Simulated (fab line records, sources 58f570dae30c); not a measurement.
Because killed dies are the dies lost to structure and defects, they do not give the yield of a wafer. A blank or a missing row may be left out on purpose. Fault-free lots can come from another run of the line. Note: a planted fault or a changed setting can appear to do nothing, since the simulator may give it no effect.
Which tool was responsible? / flow berkeley cmos170 / 14 lots with 42 wafers sampled at 5 steps, on a route of 331 steps

WHAT THE GAUGES READ, wafer by wafer
UCB170_START_THK_MEAS_03. Usual: for START_OXIDE_THK the level is 20.0 nm and the standard deviation is 0.31.
lot=L380; measured=day 1 15:00; on=film metro-03; START_OXIDE_THK (nm)=20.4 20.5 20.6; flag=
lot=L381; measured=day 1 19:03; on=film metro-02; START_OXIDE_THK (nm)=20.1 20.1 19.8; flag=
lot=L383; measured=day 2 03:49; on=film metro-02; START_OXIDE_THK (nm)=20.0 20.3 20.4; flag=
lot=L385; measured=day 2 12:43; on=film metro-03; START_OXIDE_THK (nm)=19.0 19.5 19.3; flag=
lot=L384; measured=day 2 12:44; on=film metro-04; START_OXIDE_THK (nm)=20.6 20.4 20.3; flag=
lot=L386; measured=day 2 19:23; on=film metro-04; START_OXIDE_THK (nm)=19.6 19.8 19.7; flag=
lot=L388; measured=day 3 07:26; on=film metro-04; START_OXIDE_THK (nm)=20.2 19.9 20.0; flag=
lot=L389; measured=day 3 11:40; on=film metro-04; START_OXIDE_THK (nm)=19.5 19.7 19.6; flag=
lot=L394; measured=day 4 11:44; on=film metro-04; START_OXIDE_THK (nm)=20.0 20.2 20.1; flag=
lot=L396; measured=day 4 21:50; on=film metro-02; START_OXIDE_THK (nm)=20.6 20.2 20.3; flag=
lot=L397; measured=day 5 02:04; on=film metro-04; START_OXIDE_THK (nm)=20.1 20.1 20.1; flag=
lot=L399; measured=day 5 12:54; on=film metro-04; START_OXIDE_THK (nm)=20.0 20.2 20.2; flag=
lot=L401; measured=day 6 01:50; on=film metro-03; START_OXIDE_THK (nm)=19.9 19.9 19.9; flag=
lot=L402; measured=day 6 01:50; on=film metro-04; START_OXIDE_THK (nm)=20.0 19.7 19.6; flag=

UCB170_NWELL_THK_MEAS_02. Usual: for NWELL_OXIDE_THK the level is 26.0 nm and the standard deviation is 0.52.
lot=L380; measured=day 2 02:12; on=film metro-03; NWELL_OXIDE_THK (nm)=27.2 27.3 27.0; flag=
lot=L381; measured=day 2 02:13; on=film metro-02; NWELL_OXIDE_THK (nm)=26.5 26.6 26.9; flag=
lot=L383; measured=day 2 13:06; on=film metro-03; NWELL_OXIDE_THK (nm)=26.3 26.0 26.5; flag=
lot=L385; measured=day 2 21:15; on=film metro-02; NWELL_OXIDE_THK (nm)=25.9 25.6 25.7; flag=
lot=L384; measured=day 2 21:16; on=film metro-03; NWELL_OXIDE_THK (nm)=25.2 25.1 25.8; flag=
lot=L386; measured=day 3 03:20; on=film metro-03; NWELL_OXIDE_THK (nm)=25.6 25.5 24.9; flag=
lot=L388; measured=day 3 18:54; on=film metro-01; NWELL_OXIDE_THK (nm)=26.2 26.0 26.1; flag=
lot=L389; measured=day 3 18:51; on=film metro-03; NWELL_OXIDE_THK (nm)=25.5 26.1 25.5; flag=
lot=L394; measured=day 4 15:56; on=film metro-02; NWELL_OXIDE_THK (nm)=26.1 25.8 26.1; flag=
lot=L396; measured=day 5 06:23; on=film metro-01; NWELL_OXIDE_THK (nm)=25.3 25.4 25.1; flag=
lot=L397; measured=day 5 11:17; on=film metro-02; NWELL_OXIDE_THK (nm)=25.8 25.8 25.9; flag=
lot=L399; measured=day 6 03:10; on=film metro-02; NWELL_OXIDE_THK (nm)=26.2 26.3 26.1; flag=
lot=L401; measured=day 6 10:32; on=film metro-01; NWELL_OXIDE_THK (nm)=26.3 25.7 26.3; flag=
lot=L402; measured=day 6 10:14; on=film metro-02; NWELL_OXIDE_THK (nm)=26.3 25.8 26.6; flag=

UCB170_NLDD_CD_MEAS_06: target cd 1200 nm. Usual: cd nm 1200.1 nm, standard deviation 1.7.
lot=L380; measured=day 5 19:31; on=cd sem-01; cd nm (nm)=1199.1 1199.7 1200.3; flag=
lot=L381; measured=day 5 18:32; on=cd sem-01; cd nm (nm)=1200.6 1201.7 1202.0; flag=
lot=L383; measured=day 6 09:19; on=cd sem-02; cd nm (nm)=1199.3 1198.4 1198.5; flag=
lot=L385; measured=day 6 23:28; on=cd sem-01; cd nm (nm)=1201.2 1201.9 1201.8; flag=
lot=L384; measured=day 7 01:29; on=cd sem-01; cd nm (nm)=1198.0 1199.4 1200.3; flag=
lot=L386; measured=day 7 10:21; on=cd sem-01; cd nm (nm)=1199.4 1200.1 1199.2; flag=
lot=L388; measured=day 7 09:50; on=cd sem-01; cd nm (nm)=1202.4 1201.3 1201.5; flag=
lot=L389; measured=day 7 09:32; on=cd sem-01; cd nm (nm)=1199.4 1201.5 1201.7; flag=
lot=L394; measured=day 8 15:29; on=cd sem-01; cd nm (nm)=1198.9 1200.5 1199.4; flag=
lot=L396; measured=day 9 22:38; on=cd sem-02; cd nm (nm)=1030.9 1029.8 1031.1; flag=OFF
lot=L397; measured=day 9 18:09; on=cd sem-01; cd nm (nm)=1031.9 1033.9 1033.0; flag=OFF
lot=L399; measured=day 10 05:32; on=cd sem-02; cd nm (nm)=1198.9 1199.1 1198.9; flag=
lot=L401; measured=day 10 06:07; on=cd sem-02; cd nm (nm)=1198.0 1198.5 1198.2; flag=
lot=L402; measured=day 10 20:48; on=cd sem-01; cd nm (nm)=1200.7 1201.6 1202.2; flag=

WHAT TOOL EACH LOT RAN ON (gives the tool, then ch and the chambers of the sampled wafers, and finally the start)
lot=L380; UCB170_NWELL_STRIP_15=plasma asher-02 ch 0,1, day 2 08:34; UCB170_NLDD_PEB_04=litho track-02 ch 0, day 5 19:14
lot=L381; UCB170_NWELL_STRIP_15=plasma asher-04 ch 0, day 2 08:10; UCB170_NLDD_PEB_04=litho track-04 ch 0, day 5 18:16
lot=L383; UCB170_NWELL_STRIP_15=plasma asher-04 ch 0,1, day 2 21:02; UCB170_NLDD_PEB_04=litho track-04 ch 0, day 6 09:03
lot=L385; UCB170_NWELL_STRIP_15=plasma asher-04 ch 0,1, day 3 05:11; UCB170_NLDD_PEB_04=litho track-04 ch 0, day 6 23:12
lot=L384; UCB170_NWELL_STRIP_15=plasma asher-01 ch 0,1, day 3 04:59; UCB170_NLDD_PEB_04=litho track-02 ch 0, day 7 01:11
lot=L386; UCB170_NWELL_STRIP_15=plasma asher-02 ch 0,1, day 3 12:16; UCB170_NLDD_PEB_04=litho track-04 ch 0, day 7 10:05
lot=L388; UCB170_NWELL_STRIP_15=plasma asher-04 ch 0,1, day 4 02:11; UCB170_NLDD_PEB_04=litho track-04 ch 0, day 7 09:35
lot=L389; UCB170_NWELL_STRIP_15=plasma asher-02 ch 0,1, day 4 01:52; UCB170_NLDD_PEB_04=litho track-04 ch 0, day 7 09:15
lot=L394; UCB170_NWELL_STRIP_15=plasma asher-01 ch 0,1, day 4 23:56; UCB170_NLDD_PEB_04=litho track-02 ch 0, day 8 15:13
lot=L396; UCB170_NWELL_STRIP_15=plasma asher-02 ch 0,1, day 5 14:47; UCB170_NLDD_PEB_04=litho track-04 ch 0, day 9 22:21
lot=L397; UCB170_NWELL_STRIP_15=plasma asher-02 ch 0,1, day 5 19:06; UCB170_NLDD_PEB_04=litho track-04 ch 0, day 9 17:53
lot=L399; UCB170_NWELL_STRIP_15=plasma asher-01 ch 0,1, day 6 10:35; UCB170_NLDD_PEB_04=litho track-02 ch 0, day 10 05:16
lot=L401; UCB170_NWELL_STRIP_15=plasma asher-01 ch 0,1, day 6 17:38; UCB170_NLDD_PEB_04=litho track-03 ch 0, day 10 05:51
lot=L402; UCB170_NWELL_STRIP_15=plasma asher-01 ch 0,1, day 6 19:32; UCB170_NLDD_PEB_04=litho track-03 ch 0, day 10 20:32
- UCB170_NWELL_STRIP_15: strips in O2.
- UCB170_NLDD_PEB_04

WHAT THE TOOLS THEMSELVES READ (means of the sampled wafers that have a number; where no wafer has one, the mark that the record gives instead)
UCB170_NWELL_STRIP_15. Usual: drypump motor current A 5.7 A, standard deviation 0.5; o2 flow sccm 400.0 sccm, standard deviation 1.1; oes product au 0.720 a.u., standard deviation 0.0046; strip time to endpoint s 18.01 s, standard deviation 0.088.
lot=L380; tool=plasma asher-02; drypump motor current A (A)=5.6; o2 flow sccm (sccm)=400.9; oes product au (a.u.)=0.718; strip time to endpoint s (s)=18.00; flag=
lot=L381; tool=plasma asher-04; drypump motor current A (A)=5.9; o2 flow sccm (sccm)=400.6; oes product au (a.u.)=0.721; strip time to endpoint s (s)=17.98; flag=
lot=L383; tool=plasma asher-04; drypump motor current A (A)=5.2; o2 flow sccm (sccm)=399.5; oes product au (a.u.)=0.720; strip time to endpoint s (s)=18.13; flag=
lot=L385; tool=plasma asher-04; drypump motor current A (A)=5.2; o2 flow sccm (sccm)=399.6; oes product au (a.u.)=0.723; strip time to endpoint s (s)=17.97; flag=
lot=L384; tool=plasma asher-01; drypump motor current A (A)=6.0; o2 flow sccm (sccm)=401.1; oes product au (a.u.)=0.721; strip time to endpoint s (s)=18.06; flag=
lot=L386; tool=plasma asher-02; drypump motor current A (A)=5.7; o2 flow sccm (sccm)=400.1; oes product au (a.u.)=0.722; strip time to endpoint s (s)=18.02; flag=
lot=L388; tool=plasma asher-04; drypump motor current A (A)=5.2; o2 flow sccm (sccm)=398.3; oes product au (a.u.)=0.722; strip time to endpoint s (s)=18.10; flag=
lot=L389; tool=plasma asher-02; drypump motor current A (A)=5.8; o2 flow sccm (sccm)=398.7; oes product au (a.u.)=0.721; strip time to endpoint s (s)=17.88; flag=
lot=L394; tool=plasma asher-01; drypump motor current A (A)=6.2; o2 flow sccm (sccm)=400.3; oes product au (a.u.)=0.721; strip time to endpoint s (s)=17.92; flag=
lot=L396; tool=plasma asher-02; drypump motor current A (A)=5.7; o2 flow sccm (sccm)=400.1; oes product au (a.u.)=0.718; strip time to endpoint s (s)=18.00; flag=
lot=L397; tool=plasma asher-02; drypump motor current A (A)=5.8; o2 flow sccm (sccm)=400.1; oes product au (a.u.)=0.721; strip time to endpoint s (s)=17.96; flag=
lot=L399; tool=plasma asher-01; drypump motor current A (A)=5.9; o2 flow sccm (sccm)=400.4; oes product au (a.u.)=0.717; strip time to endpoint s (s)=18.00; flag=
lot=L401; tool=plasma asher-01; drypump motor current A (A)=5.9; o2 flow sccm (sccm)=399.8; oes product au (a.u.)=0.716; strip time to endpoint s (s)=17.95; flag=
lot=L402; tool=plasma asher-01; drypump motor current A (A)=5.9; o2 flow sccm (sccm)=398.3; oes product au (a.u.)=0.721; strip time to endpoint s (s)=17.97; flag=

UCB170_NLDD_PEB_04. Usual: heater power total W 56.81 W, standard deviation 0.041; plate temp C 130.00 C, standard deviation 0.14.
lot=L380; tool=litho track-02; heater power total W (W)=56.83; plate temp C (C)=129.88; flag=
lot=L381; tool=litho track-04; heater power total W (W)=56.81; plate temp C (C)=129.81; flag=
lot=L383; tool=litho track-04; heater power total W (W)=56.83; plate temp C (C)=130.00; flag=
lot=L385; tool=litho track-04; heater power total W (W)=56.80; plate temp C (C)=130.14; flag=
lot=L384; tool=litho track-02; heater power total W (W)=56.78; plate temp C (C)=129.88; flag=
lot=L386; tool=litho track-04; heater power total W (W)=56.86; plate temp C (C)=130.09; flag=
lot=L388; tool=litho track-04; heater power total W (W)=56.84; plate temp C (C)=129.97; flag=
lot=L389; tool=litho track-04; heater power total W (W)=56.81; plate temp C (C)=130.08; flag=
lot=L394; tool=litho track-02; heater power total W (W)=56.80; plate temp C (C)=130.10; flag=
lot=L396; tool=litho track-04; heater power total W (W)=48.90; plate temp C (C)=116.02; flag=OFF
lot=L397; tool=litho track-04; heater power total W (W)=48.86; plate temp C (C)=115.93; flag=OFF
lot=L399; tool=litho track-02; heater power total W (W)=56.86; plate temp C (C)=129.99; flag=
lot=L401; tool=litho track-03; heater power total W (W)=56.83; plate temp C (C)=130.06; flag=
lot=L402; tool=litho track-03; heater power total W (W)=56.81; plate temp C (C)=129.95; flag=

THE ANSWER, worked out from the rows above alone
Rule: a lot is off if the mean of its wafers that have a number lies more than 3 standard deviations from the usual mean. Also off: a lot with no number at a reading for which 4 or more lots have one. The other lots that the step has rows for count as sound. The gauges are gone through in route order, then the tools' own readings, and for those a lot's mean is taken as printed above. The first step at which some lot is off is used, and at that step the reading that is off furthest; a lot without a number counts as furthest.
Off at UCB170_NLDD_CD_MEAS_06 (cd nm): L396, L397.
A tool fits if, at a process step before that reading, it ran every lot that is off, and no sound lot after the first of them. Not tried: the gauges at UCB170_NLDD_CD_MEAS_06; whatever is off there is also off at UCB170_NLDD_PEB_04, on other tools, and gauge error can't account for it. Undecided on this evidence; 2 tools fit (plasma asher-02 at UCB170_NWELL_STRIP_15, litho track-04 at UCB170_NLDD_PEB_04).

WHAT THE SIMULATOR HAD INSERTED
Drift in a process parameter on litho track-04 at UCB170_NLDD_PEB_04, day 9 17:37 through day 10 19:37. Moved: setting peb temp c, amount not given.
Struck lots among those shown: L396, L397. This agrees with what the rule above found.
